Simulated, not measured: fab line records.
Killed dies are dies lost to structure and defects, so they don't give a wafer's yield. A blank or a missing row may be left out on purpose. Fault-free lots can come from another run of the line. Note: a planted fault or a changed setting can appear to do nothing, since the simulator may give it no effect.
What tool caused it? | flow berkeley-cmos170 | Sampling: 14 lots, 42 wafers, 6 of 331 route steps

WHAT THE GAUGES SHOWED, per wafer
UCB170_FIELD_THK_MEAS_91. Usual: FIELD_OXIDE_LEFT_2_THK typically reads 359 nm, with standard deviation 11.
lot  | measured     | on            | FIELD_OXIDE_LEFT_2_THK (nm) | flag
L306 | day 5 19:01  | film-metro-03 | 363 362 364                 |
L307 | day 5 19:05  | film-metro-02 | 360 364 356                 |
L310 | day 6 10:49  | film-metro-04 | 372 367 368                 |
L312 | day 6 17:56  | film-metro-02 | 366 364 364                 |
L308 | day 6 18:36  | film-metro-03 | 368 365 360                 |
L313 | day 7 11:06  | film-metro-02 | 341 345 349                 |
L314 | day 7 20:24  | film-metro-03 | 346 347 346                 |
L316 | day 8 03:40  | film-metro-03 | 350 343 349                 |
L320 | day 8 15:05  | film-metro-03 | 354 373 362                 |
L325 | day 9 19:29  | film-metro-04 | 344 339 353                 |
L326 | day 10 12:39 | film-metro-04 | 372 375 367                 |
L327 | day 10 12:41 | film-metro-04 | 378 366 361                 |
L324 | day 10 12:45 | film-metro-03 | 366 351 353                 |
L328 | day 10 16:44 | film-metro-04 | 364 365 363                 |

UCB170_NLDD_TW_MEAS_11. Usual: NLDD_TW typically reads 2227, with standard deviation 13.
lot  | measured     | on            | NLDD_TW                       | flag
L306 | day 6 14:01  | film-metro-04 | 2221 2225 2216                |
L307 | day 6 13:41  | film-metro-03 | 2212 2237 2240                |
L310 | day 7 00:34  | film-metro-03 | 2231 2247 2237                |
L312 | day 7 14:00  | film-metro-04 | 2207 2214 2226                |
L308 | day 7 13:44  | film-metro-01 | 2251 2245 2233                |
L313 | day 8 03:45  | film-metro-04 | 2209 2224 2207                |
L314 | day 8 12:50  | film-metro-04 | 2206 2209 2217                |
L316 | day 8 20:56  | film-metro-04 | 2218 2209 2204                |
L320 | day 9 12:05  | film-metro-01 | 2075 2087 2087 2089 2077 2075 | OFF
L325 | day 10 08:38 | film-metro-01 | 2074 2098 2086 2080 2085 2087 | OFF
L326 | day 11 04:51 | film-metro-04 | 2229 2229 2219                |
L327 | day 11 05:09 | film-metro-04 | 2240 2214 2221                |
L324 | day 11 05:26 | film-metro-04 | 2220 2224 2223                |
L328 | day 11 09:34 | film-metro-03 | 2254 2246 2244                |

UCB170_SDANNEAL_RS_MEAS_04: measurement is done with a four-point probe. Usual: PLDD_RS typically reads 1031.7 ohm/sq, with standard deviation 2.5.
lot  | measured     | on            | PLDD_RS (ohm/sq)     | flag
L306 | day 6 23:24  | film-metro-04 | 1026.9 1027.7 1027.3 |
L307 | day 6 23:16  | film-metro-03 | 1031.8 1035.8 1035.8 |
L310 | day 7 14:05  | film-metro-03 | 1030.2 1029.6 1029.1 |
L312 | day 8 01:07  | film-metro-01 | 1031.1 1033.3 1034.3 |
L308 | day 8 00:25  | film-metro-01 | 1032.4 1034.0 1034.1 |
L313 | day 8 11:37  | film-metro-03 | 1026.9 1030.7 1031.5 |
L314 | day 9 02:50  | film-metro-03 | 1036.1 1032.7 1031.7 |
L316 | day 9 09:21  | film-metro-01 | 1031.8 1031.2 1030.6 |
L320 | day 9 23:47  | film-metro-04 | 1029.8 1035.4 1030.4 |
L325 | day 10 18:31 | film-metro-01 | 1026.4 1030.3 1031.2 |
L326 | day 11 13:56 | film-metro-01 | 1028.9 1030.9 1030.5 |
L327 | day 11 14:14 | film-metro-03 | 1029.6 1029.6 1030.5 |
L324 | day 11 14:35 | film-metro-01 | 1034.3 1032.3 1030.1 |
L328 | day 11 19:29 | film-metro-03 | 1032.8 1032.8 1033.9 |

UCB170_SDANNEAL_RS_MEAS_05: measurement is done with a four-point probe. Usual: NLDD_RS typically reads 615.7 ohm/sq, with standard deviation 1.7.
lot  | measured     | on            | NLDD_RS (ohm/sq)                    | flag
L306 | day 6 23:31  | film-metro-04 | 614.9 614.6 614.9                   |
L307 | day 6 23:23  | film-metro-03 | 621.7 618.2 619.4                   |
L310 | day 7 14:13  | film-metro-03 | 615.6 615.1 617.2                   |
L312 | day 8 01:14  | film-metro-01 | 617.0 616.3 616.9                   |
L308 | day 8 00:32  | film-metro-01 | 614.5 614.2 613.2                   |
L313 | day 8 11:44  | film-metro-03 | 613.9 615.5 615.9                   |
L314 | day 9 02:58  | film-metro-03 | 613.9 615.6 615.6                   |
L316 | day 9 09:28  | film-metro-01 | 615.9 617.4 617.0                   |
L320 | day 10 00:01 | film-metro-04 | 728.6 731.9 731.1 729.4 729.4 729.5 | OFF
L325 | day 10 18:38 | film-metro-01 | 729.5 727.1 730.4 729.8 730.1 728.7 | OFF
L326 | day 11 14:03 | film-metro-01 | 612.5 613.8 610.5                   |
L327 | day 11 14:22 | film-metro-03 | 618.6 617.7 616.5                   |
L324 | day 11 14:43 | film-metro-01 | 615.1 615.9 615.4                   |
L328 | day 11 19:36 | film-metro-03 | 616.5 615.7 615.1                   |

WHICH TOOL RAN EACH LOT (tool, then ch and the chambers of the sampled wafers, then the start)
lot  | UCB170_NLDD_IMPLANT_09          | UCB170_SPACER_ETCHBACK_03
L306 | implanter-02 ch 0, day 6 13:46  | rie-diel-03 ch 0,2,3, day 6 17:14
L307 | implanter-03 ch 0, day 6 13:26  | rie-diel-01 ch 1,3, day 6 17:14
L310 | implanter-03 ch 0, day 7 00:20  | rie-diel-01 ch 0,1, day 7 07:32
L312 | implanter-02 ch 0, day 7 13:46  | rie-diel-01 ch 2,3, day 7 18:53
L308 | implanter-03 ch 0, day 7 13:29  | rie-diel-03 ch 0,1, day 7 18:53
L313 | implanter-03 ch 0, day 8 03:31  | rie-diel-04 ch 0,1, day 8 07:24
L314 | implanter-03 ch 0, day 8 12:37  | rie-diel-03 ch 0,3, day 8 19:01
L316 | implanter-02 ch 0, day 8 20:41  | rie-diel-03 ch 1,2,3, day 9 03:02
L320 | implanter-03 ch 0, day 9 11:50  | rie-diel-03 ch 0,1,3, day 9 18:32
L325 | implanter-03 ch 0, day 10 08:23 | rie-diel-04 ch 0,2,3, day 10 12:58
L326 | implanter-04 ch 0, day 11 04:39 | rie-diel-04 ch 1,2,3, day 11 09:12
L327 | implanter-04 ch 0, day 11 04:54 | rie-diel-01 ch 0,1,2, day 11 09:10
L324 | implanter-04 ch 0, day 11 05:12 | rie-diel-03 ch 1,2, day 11 09:10
L328 | implanter-02 ch 0, day 11 09:19 | rie-diel-03 ch 0,1,2, day 11 14:53
- UCB170_NLDD_IMPLANT_09
- UCB170_SPACER_ETCHBACK_03: etches SiO2 in CHF3/CF4/Ar, stops on Si, target depth 376 nm, time 100 s.

AS READ BY THE TOOLS THEMSELVES (means over the sampled wafers that have a number; for cases with no such wafer, the mark the record gives instead)
UCB170_NLDD_IMPLANT_09. Usual: dose-ions-cm2 4.999e+13, standard deviation 5.7e+10; end-station-pressure-torr 5.14e-06 Torr, standard deviation 2.6e-07; faraday-current-uA 159, standard deviation 3.5.
lot  | tool         | dose-ions-cm2 | end-station-pressure-torr (Torr) | faraday-current-uA | flag
L306 | implanter-02 | 5.000e+13     | 5.27e-06                         | 157                |
L307 | implanter-03 | 5.002e+13     | 5.07e-06                         | 155                |
L310 | implanter-03 | 4.994e+13     | 5.00e-06                         | 156                |
L312 | implanter-02 | 4.992e+13     | 5.24e-06                         | 156                |
L308 | implanter-03 | 4.999e+13     | 5.18e-06                         | 160                |
L313 | implanter-03 | 4.997e+13     | 5.36e-06                         | 158                |
L314 | implanter-03 | 5.005e+13     | 5.00e-06                         | 159                |
L316 | implanter-02 | 5.003e+13     | 5.04e-06                         | 159                |
L320 | implanter-03 | 2.758e+13     | 5.19e-06                         | 87                 | OFF
L325 | implanter-03 | 2.751e+13     | 5.07e-06                         | 88                 | OFF
L326 | implanter-04 | 5.000e+13     | 5.08e-06                         | 160                |
L327 | implanter-04 | 5.002e+13     | 4.92e-06                         | 160                |
L324 | implanter-04 | 5.003e+13     | 5.21e-06                         | 159                |
L328 | implanter-02 | 4.996e+13     | 4.98e-06                         | 159                |

UCB170_SPACER_ETCHBACK_03. Usual: drypump-motor-current-A 5.8 A, standard deviation 0.32; oes-product-au 0.907 a.u., standard deviation 0.018; throttle-valve-pct 6.48 %, standard deviation 0.1.
lot  | tool        | drypump-motor-current-A (A) | oes-product-au (a.u.) | throttle-valve-pct (%) | flag
L306 | rie-diel-03 | 5.5                         | 0.888                 | 6.48                   |
L307 | rie-diel-01 | 5.7                         | 0.894                 | 6.41                   |
L310 | rie-diel-01 | 5.9                         | 0.919                 | 6.46                   |
L312 | rie-diel-01 | 5.7                         | 0.896                 | 6.46                   |
L308 | rie-diel-03 | 6.0                         | 0.901                 | 6.66                   |
L313 | rie-diel-04 | 5.7                         | 0.897                 | 6.39                   |
L314 | rie-diel-03 | 5.6                         | 0.902                 | 6.58                   |
L316 | rie-diel-03 | 5.7                         | 0.921                 | 6.47                   |
L320 | rie-diel-03 | 5.8                         | 0.910                 | 6.57                   |
L325 | rie-diel-04 | 5.9                         | 0.915                 | 6.50                   |
L326 | rie-diel-04 | 6.0                         | 0.906                 | 6.53                   |
L327 | rie-diel-01 | 5.8                         | 0.908                 | 6.46                   |
L324 | rie-diel-03 | 6.1                         | 0.911                 | 6.54                   |
L328 | rie-diel-03 | 5.9                         | 0.899                 | 6.56                   |

THE ANSWER, worked out from the rows above alone
Rule: a lot is off if the mean of its wafers that have a number lies more than 3 standard deviations from the usual mean. A lot without any number at a reading at which 4 lots or more have one is off too. All remaining lots with rows at the step are treated as sound. The gauges are gone through in route order, then the tools' own readings, and for those a lot's mean is taken as printed above. At the first step where some lot is off, the reading lying furthest off is the one used; lots without a number count as furthest.
Off: at UCB170_NLDD_TW_MEAS_11 (NLDD_TW), L320, L325.
If a tool, at a process step before that reading, ran all the lots that are off and no sound lot after the first of them, it fits. Not tried: the gauges at UCB170_NLDD_TW_MEAS_11; whatever is off there is also off at UCB170_NLDD_IMPLANT_09, on other tools, and gauge error can't account for it. One fits: implanter-03 at UCB170_NLDD_IMPLANT_09. Its last sound lot is L314 (day 8 12:37), its first lot that is off L320 (day 9 11:50): a fault that began between those two fits.
The tool's own readings at UCB170_NLDD_IMPLANT_09 bear it out: on the lots that are off they differ by more than 5 times the standard deviation of the sound lots' means. dose-ions-cm2 reads 2.754e+13 there against 4.999e+13 on the sound lots; faraday-current-uA reads 88 there against 158 on the sound lots.

WHAT THE SIMULATOR HAD INSERTED
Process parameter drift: implanter-03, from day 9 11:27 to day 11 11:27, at UCB170_NLDD_IMPLANT_09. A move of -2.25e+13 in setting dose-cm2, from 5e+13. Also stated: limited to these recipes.
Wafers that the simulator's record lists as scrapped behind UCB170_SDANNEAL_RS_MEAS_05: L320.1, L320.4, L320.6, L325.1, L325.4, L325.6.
Lots struck among those shown: L320, L325. Same finding as the rule above.
